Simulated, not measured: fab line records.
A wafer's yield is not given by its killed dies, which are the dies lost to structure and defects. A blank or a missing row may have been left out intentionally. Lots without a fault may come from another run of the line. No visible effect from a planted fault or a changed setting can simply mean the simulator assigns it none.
Split-lot trial :: flow berkeleyCmos170 :: 23 wafers read from 5 lots, route of 331 steps

== ON THE SPLIT ==
At UCB170_V1_ETCH_14 (etches SiO2 in CHF3/CF4/Ar, stops on Al, target depth 1250 nm, time 291 s), the setting timeS was moved away from the recipe's 291 s on 5 of the 23 wafers read, by -11.0% to +14.9%. All remaining wafers had this setting at the recipe value.

The reading is taken at the split's own step.

== THE READING ==
KrF_of_V1_COAT_07.thkNm (the simulator's own value, which no gauge read), in nm, at UCB170_V1_ETCH_14 (etches SiO2 in CHF3/CF4/Ar, stops on Al, target depth 1250 nm, time 291 s). The file does not state a usual value for it. Average 608.8 nm, standard deviation 3.9 nm, over the 18 wafers here run with the recipe.

wafer: L076.1
tool, chamber at the split: rieDiel-03, 1
timeS as run, s: 291
against the recipe: recipe
KrF_of_V1_COAT_07.thkNm, nm: 605
against lot-mates on the recipe: -

wafer: L076.2
tool, chamber at the split: rieDiel-03, 3
timeS as run, s: 291
against the recipe: recipe
KrF_of_V1_COAT_07.thkNm, nm: 612.5
against lot-mates on the recipe: -

wafer: L076.3
tool, chamber at the split: rieDiel-03, 0
timeS as run, s: 291
against the recipe: recipe
KrF_of_V1_COAT_07.thkNm, nm: 607.9
against lot-mates on the recipe: -

wafer: L076.4
tool, chamber at the split: rieDiel-03, 2
timeS as run, s: 291
against the recipe: recipe
KrF_of_V1_COAT_07.thkNm, nm: 614.5
against lot-mates on the recipe: -

wafer: L076.5
tool, chamber at the split: rieDiel-03, 2
timeS as run, s: 291
against the recipe: recipe
KrF_of_V1_COAT_07.thkNm, nm: 614.1
against lot-mates on the recipe: -

wafer: L077.2
tool, chamber at the split: rieDiel-04, 0
timeS as run, s: 291
against the recipe: recipe
KrF_of_V1_COAT_07.thkNm, nm: 611.7
against lot-mates on the recipe: -

wafer: L077.4
tool, chamber at the split: rieDiel-04, 3
timeS as run, s: 291
against the recipe: recipe
KrF_of_V1_COAT_07.thkNm, nm: 615.2
against lot-mates on the recipe: -

wafer: L077.5
tool, chamber at the split: rieDiel-04, 0
timeS as run, s: 291
against the recipe: recipe
KrF_of_V1_COAT_07.thkNm, nm: 608
against lot-mates on the recipe: -

wafer: L075.1
tool, chamber at the split: rieDiel-01, 1
timeS as run, s: 334.3
against the recipe: +14.9%
KrF_of_V1_COAT_07.thkNm, nm: 560.6
against lot-mates on the recipe: -42.7

wafer: L075.2
tool, chamber at the split: rieDiel-01, 2
timeS as run, s: 291
against the recipe: recipe
KrF_of_V1_COAT_07.thkNm, nm: 605.3
against lot-mates on the recipe: -

wafer: L075.3
tool, chamber at the split: rieDiel-01, 3
timeS as run, s: 334.3
against the recipe: +14.9%
KrF_of_V1_COAT_07.thkNm, nm: 567.2
against lot-mates on the recipe: -36.1

wafer: L075.4
tool, chamber at the split: rieDiel-01, 1
timeS as run, s: 291
against the recipe: recipe
KrF_of_V1_COAT_07.thkNm, nm: 602.7
against lot-mates on the recipe: -

wafer: L075.5
tool, chamber at the split: rieDiel-01, 2
timeS as run, s: 291
against the recipe: recipe
KrF_of_V1_COAT_07.thkNm, nm: 602
against lot-mates on the recipe: -

wafer: L078.2
tool, chamber at the split: rieDiel-04, 1
timeS as run, s: 291
against the recipe: recipe
KrF_of_V1_COAT_07.thkNm, nm: 607.6
against lot-mates on the recipe: -

wafer: L078.3
tool, chamber at the split: rieDiel-04, 2
timeS as run, s: 259.1
against the recipe: -11.0%
KrF_of_V1_COAT_07.thkNm, nm: 634.2
against lot-mates on the recipe: +27.6

wafer: L078.4
tool, chamber at the split: rieDiel-04, 1
timeS as run, s: 291
against the recipe: recipe
KrF_of_V1_COAT_07.thkNm, nm: 605.6
against lot-mates on the recipe: -

wafer: L078.5
tool, chamber at the split: rieDiel-04, 3
timeS as run, s: 259.1
against the recipe: -11.0%
KrF_of_V1_COAT_07.thkNm, nm: 647.5
against lot-mates on the recipe: +40.9

wafer: L078.6
tool, chamber at the split: rieDiel-04, 2
timeS as run, s: 259.1
against the recipe: -11.0%
KrF_of_V1_COAT_07.thkNm, nm: 638.7
against lot-mates on the recipe: +32.1

wafer: L083.1
tool, chamber at the split: rieDiel-03, 3
timeS as run, s: 291
against the recipe: recipe
KrF_of_V1_COAT_07.thkNm, nm: 612.9
against lot-mates on the recipe: -

wafer: L083.2
tool, chamber at the split: rieDiel-03, 2
timeS as run, s: 291
against the recipe: recipe
KrF_of_V1_COAT_07.thkNm, nm: 608
against lot-mates on the recipe: -

wafer: L083.4
tool, chamber at the split: rieDiel-03, 0
timeS as run, s: 291
against the recipe: recipe
KrF_of_V1_COAT_07.thkNm, nm: 609.9
against lot-mates on the recipe: -

wafer: L083.5
tool, chamber at the split: rieDiel-03, 2
timeS as run, s: 291
against the recipe: recipe
KrF_of_V1_COAT_07.thkNm, nm: 610.5
against lot-mates on the recipe: -

wafer: L083.6
tool, chamber at the split: rieDiel-03, 1
timeS as run, s: 291
against the recipe: recipe
KrF_of_V1_COAT_07.thkNm, nm: 605.5
against lot-mates on the recipe: -

FIT RESULTS
A straight line over all 23 wafers: KrF_of_V1_COAT_07.thkNm changes by -2.95 nm for each +1% of timeS; r = -0.97; the points scatter about the line by 4.3 nm.
The same after taking each lot's own level away (the mean of its wafers on the recipe; 23 wafers): -2.83 nm for each +1%; r = -0.98; scatter 3.6 nm.
That fit puts the effect of the largest move of timeS on the reading at 42 nm.
Across the lots, their own levels run from 603.33 to 611.63 nm, a range of 2.1 times the standard deviation given above.
So the lot-to-lot level changes the slope little: the two slopes agree.
Check: for one of the wafers moved furthest among these (+14.9%), held out of the fit, the line's prediction against its lot-mates is -41 nm. It came out at -42.7 nm against them.

== THE WHOLE CHAIN: every reading that the file lists as answering this split, in the file's order ==
step: UCB170_V1_ETCH_14
what it does: etches SiO2 in CHF3/CF4/Ar, stops on Al, target depth 1250 nm, time 291 s
reading: KrF_of_V1_COAT_07.thkNm (the simulator's own value, which no gauge read)
change (the file's fit): -2.79 nm for each +1% of the setting
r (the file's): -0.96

step: UCB170_V1_STRIP_15
what it does: strips in O2
reading: stripTimeToEndpointS
change (the file's fit): withheld for each +1% of the setting
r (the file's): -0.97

== THE FILE'S OWN FIT ==
KrF_of_V1_COAT_07.thkNm changes by -2.79 nm for each +1% of timeS, r = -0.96.
